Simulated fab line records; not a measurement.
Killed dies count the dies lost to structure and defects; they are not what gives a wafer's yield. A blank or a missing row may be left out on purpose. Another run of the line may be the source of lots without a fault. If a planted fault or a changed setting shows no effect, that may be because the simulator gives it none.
fab line records | flow ritCmos
record lots=14 wafers=42 lastDay=7
route steps=202 shown SPACER@128
lots untouched by any fault: they come from a run of this same line in which no faults occurred
startH: start of the lot's first displayed wafer, in hours after the record's first day | waitH: hours elapsed since this lot's preceding step | " same as the row above | L1.1+2: several wafers, shown together as one row | - no value present, or no start provided | * or withheld: withheld | < > ~ a bound
route shown NAME@n: NAME is a module with steps in the file, n the number in the route of the first one | usual: mean/standard deviation taken from wafers without a fault | same: alike in all rows | chamber/n: place in a boat | sites: readings site by site | _std_site: standard deviation across them | _edge_site: outer sites' mean less inner sites' | radiusMm: how far each site lies from the wafer's centre | mask NAME#n: copy n | behind: tool/chamber where the wafer was last shaped | hold: what put the lot on hold/how long, in hours/how the hold closed | device: the n, p or np transistor that did not switch | end of line: tests of these same wafers at the route's end | where a step has no rows: the recipe by itself | killed: the dies lost at the first sort to structure and to defects; this is not the yield of the wafer | map: shows each die of a wafer: x if killed, . if not, _ if none is there
set.NAME: the setting that was run; set.NAME@STEP: the one run at that earlier step | model.NAME: the simulator's own value behind a step, which no gauge read
the route's steps for a sample of lots (tables are steps, rows are wafers)
services: when a tool's chamber went out of use (startH, in hours from the record's first day, below 0 if earlier), for how many hours, and the reason
## steps
# step RIT_SPACER_CVD_03
# recipe material=Si3N4 targetThkNm=250 tempC=810 precursor=SiH2Cl2/NH3 timeS=3300 pressureMtorr=300 sih2cl2FlowSccm=60 nh3FlowSccm=150
# usual spikeTcSourceC=832.8/1.9 zonePowerCentrePct=35.5/1.8 zonePowerSourcePct=23/3
# columns lot.wafer tool chamber startH waitH spikeTcSourceC zonePowerCentrePct zonePowerSourcePct
L116.3 lpcvd-01 1 49.49 0.0 831.6 35.0 28
L116.5 " 1 " " 833.3 35.6 28
L116.6 " 1 " " 832.1 36.2 27
L117.2 lpcvd-02 0 54.47 0.0 832.3 35.1 23
L117.5 " 0 " " 831.4 35.1 22
L117.6 " 0 " " 832.6 34.9 22
L118.1 lpcvd-02 0 57.78 0.0 830.7 35.1 22
L118.4 " 0 " " 831.8 35.0 22
L118.6 " 0 " " 833.3 35.2 23
L119.1 lpcvd-02 0 64.04 0.0 834.3 36.0 23
L119.4 " 0 " " 832.7 35.6 23
L119.6 " 0 " " 833.1 35.1 23
L120.2 lpcvd-01 1 69.20 0.0 831.5 35.5 27
L120.4 " 1 " " 831.5 36.1 27
L120.6 " 1 " " 831.8 35.2 28
L122.2 lpcvd-02 1 78.32 0.0 836.1 32.9 20
L122.5 " 1 " " 834.5 33.3 19
L122.6 " 1 " " 836.3 32.8 20
L123.1 lpcvd-01 0 84.39 0.0 830.3 37.7 21
L123.3 " 0 " " 832.3 37.8 21
L123.4 " 0 " " 832.0 37.8 21
L124.1 lpcvd-01 0 88.38 0.0 829.5 37.7 21
L124.3 " 0 " " 830.8 38.4 21
L124.5 " 0 " " 831.9 39.0 21
L129.2 lpcvd-01 1 114.32 0.0 833.9 35.5 27
L129.3 " 1 " " 833.0 36.1 28
L129.4 " 1 " " 832.1 35.7 28
L128.2 lpcvd-02 1 115.36 0.8 836.0 32.5 20
L128.3 " 1 " " 836.9 32.9 20
L128.4 " 1 " " 835.0 33.6 19
L130.1 lpcvd-02 1 117.95 0.0 835.1 33.0 20
L130.2 " 1 " " 837.0 33.2 19
L130.3 " 1 " " 835.3 32.7 20
L131.2 lpcvd-01 0 123.43 0.0 831.5 38.0 21
L131.3 " 0 " " 828.3 38.3 21
L131.4 " 0 " " 829.9 38.3 21
L137.1 lpcvd-01 1 154.16 0.0 831.6 36.2 27
L137.2 " 1 " " 831.7 36.0 28
L137.4 " 1 " " 833.2 36.0 28
L138.1 lpcvd-01 0 160.33 0.0 832.1 38.2 21
L138.2 " 0 " " 831.9 38.2 21
L138.4 " 0 " " 831.5 37.6 21
# step RIT_SPACER_THK_MEAS_04
# recipe reads=Si3N4_of_SPACER_CVD_03
# usual SPACER_NITRIDE_THK=249.5/2.4
# columns lot.wafer tool chamber startH waitH SPACER_NITRIDE_THK[nm]
L116.3 filmMetro-04 - 51.43 0.0 250.4
L116.5 " - " " 249.0
L116.6 " - " " 251.5
L117.2 filmMetro-03 - 56.40 0.0 248.1
L117.5 " - " " 249.3
L117.6 " - " " 247.3
L118.1 filmMetro-03 - 59.70 0.0 251.1
L118.4 " - " " 252.2
L118.6 " - " " 251.5
L119.1 filmMetro-02 - 65.96 0.0 251.4
L119.4 " - " " 252.6
L119.6 " - " " 250.6
L120.2 filmMetro-03 - 71.13 0.0 248.1
L120.4 " - " " 248.3
L120.6 " - " " 247.9
L122.2 filmMetro-04 - 80.25 0.0 250.4
L122.5 " - " " 248.2
L122.6 " - " " 248.5
L123.1 filmMetro-02 - 86.31 0.0 252.3
L123.3 " - " " 256.4
L123.4 " - " " 254.8
L124.1 filmMetro-02 - 90.30 0.0 249.8
L124.3 " - " " 247.7
L124.5 " - " " 250.6
L129.2 filmMetro-03 - 116.25 0.0 249.7
L129.3 " - " " 249.5
L129.4 " - " " 250.1
L128.2 filmMetro-04 - 117.28 0.0 129.4
L128.3 " - " " 130.5
L128.4 " - " " 129.4
L130.1 filmMetro-02 - 119.87 0.0 129.8
L130.2 " - " " 131.6
L130.3 " - " " 131.4
L131.2 filmMetro-04 - 125.36 0.0 250.9
L131.3 " - " " 250.0
L131.4 " - " " 249.7
L137.1 filmMetro-02 - 156.07 0.0 249.6
L137.2 " - " " 252.3
L137.4 " - " " 251.1
L138.1 filmMetro-04 - 162.25 0.0 249.5
L138.2 " - " " 250.6
L138.4 " - " " 251.0
# step RIT_SPACER_ETCHBACK_05
# recipe targetDepthA=2500 SF6_flow_sccm=30 CHF3_flow_sccm=30 target=Si3N4 chemistry=SF6/CHF3 pressureMtorr=40 rfW=250 timeS=240 stopOn=SiO2
# usual drypumpMotorCurrentA=5.9/0.3 oesProductAu=0.843/0.013 throttleValvePct=10.21/0.14
# columns lot.wafer tool chamber startH waitH drypumpMotorCurrentA oesProductAu rfHoursCounterH throttleValvePct
L116.3 rieDiel-03 0 51.47 0.0 6.3 0.837 47 10.25
L116.5 " 3 " " 5.7 0.846 - 10.04
L116.6 " 2 " " 6.3 0.843 - 9.86
L117.2 rieDiel-04 1 56.45 0.0 5.9 0.841 2 10.29
L117.5 " 1 " " 5.9 0.836 - 10.29
L117.6 " 0 " " 5.5 0.856 - 10.26
L118.1 rieDiel-02 2 59.76 0.1 5.7 0.858 55 10.23
L118.4 " 3 " " 5.5 0.854 4 10.06
L118.6 " 2 " " 5.7 0.858 - 10.24
L119.1 rieDiel-02 3 66.02 0.1 5.5 0.853 4 10.07
L119.4 " 2 " " 5.7 0.862 56 10.24
L119.6 " 3 " " 5.5 0.850 - 10.05
L120.2 rieDiel-04 3 71.18 0.0 5.6 0.841 8 10.21
L120.4 " 1 " " 5.9 0.826 3 10.29
L120.6 " 1 " " 5.9 0.843 - 10.28
L122.2 rieDiel-02 3 80.30 0.0 5.5 0.851 4 10.03
L122.5 " 0 " " 6.0 0.813 - 10.24
L122.6 " 1 " " 6.4 0.825 - 10.24
L123.1 rieDiel-04 0 86.37 0.1 5.6 0.862 83 10.26
L123.3 " 3 " " 5.6 0.858 8 10.23
L123.4 " 1 " " 5.9 0.852 3 10.28
L124.1 rieDiel-04 1 90.36 0.1 5.9 0.848 3 10.32
L124.3 " 3 " " 5.6 0.840 8 10.23
L124.5 " 1 " " 5.9 0.850 - 10.29
L129.2 rieDiel-04 3 116.30 0.0 5.6 0.849 8 10.21
L129.3 " 0 " " 5.5 0.858 84 10.28
L129.4 " 1 " " 5.9 0.841 4 10.30
L128.2 rieDiel-02 1 117.33 0.0 6.4 0.546 4 10.12
L128.3 " 3 " " 5.5 0.552 5 9.95
L128.4 " 0 " " 6.0 0.546 22 10.13
L130.1 rieDiel-04 1 119.93 0.1 5.9 0.547 4 10.20
L130.2 " 2 " " 6.1 0.561 1 10.15
L130.3 " 3 " " 5.6 0.559 9 10.13
L131.2 rieDiel-04 2 125.41 0.0 6.0 0.859 1 10.28
L131.3 " 0 " " 5.5 0.858 84 10.26
L131.4 " 1 " " 5.9 0.846 4 10.31
L137.1 rieDiel-02 2 156.13 0.1 5.7 0.854 57 10.22
L137.2 " 1 " " 6.4 0.832 5 10.24
L137.4 " 0 " " 6.0 0.825 22 10.25
L138.1 rieDiel-02 1 162.31 0.1 6.5 0.817 5 10.21
L138.2 " 2 " " 5.7 0.854 57 10.23
L138.4 " 0 " " 6.0 0.828 23 10.22
## services
# columns tool chamber startH hours kind
rieDiel-02 0 60.45 4.0 repair
rieDiel-04 2 71.33 - clean
rieDiel-04 2 71.33 14.6 scheduledDown
rieDiel-04 2 71.33 14.6 ventCycle
rieDiel-04 3 77.90 5.4 repair
rieDiel-02 3 101.76 7.7 repair
rieDiel-03 - 105.71 4.3 pm
rieDiel-02 - 110.99 0.8 repair
## key
firstSign step=RIT_SPACER_THK_MEAS_04 reading=SPACER_NITRIDE_THK direction=down sigmas=51 usual=249.5 struck=130.3
effect step=RIT_SPACER_ETCHBACK_05 reading=oesProductAu direction=down sigmas=22 usual=0.843 struck=0.552
metAt RIT_SPACER_CVD_03
struckLots L128,L130
struckWafers L128.2,L128.3,L128.4,L130.1,L130.2,L130.3
testerLeftOut L128,L130
onsetBetween 78.32 115.36
fault kind=processParameterDrift tool=lpcvd-02 chamber=1 onsetH=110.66 steps=RIT_SPACER_CVD_03 channel=targetThkNm offset=-117.62 shape=step endH=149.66 actsIn=theseRecipesOnly stated=250
# testerLeftOut: of these lots the tester's yield and bins aren't shown, on N5 and GAA mostly nor the transistor test; their killed dies are dies lost to structure and defects alone, not to doping, threshold or leakage, so they don't give the yield
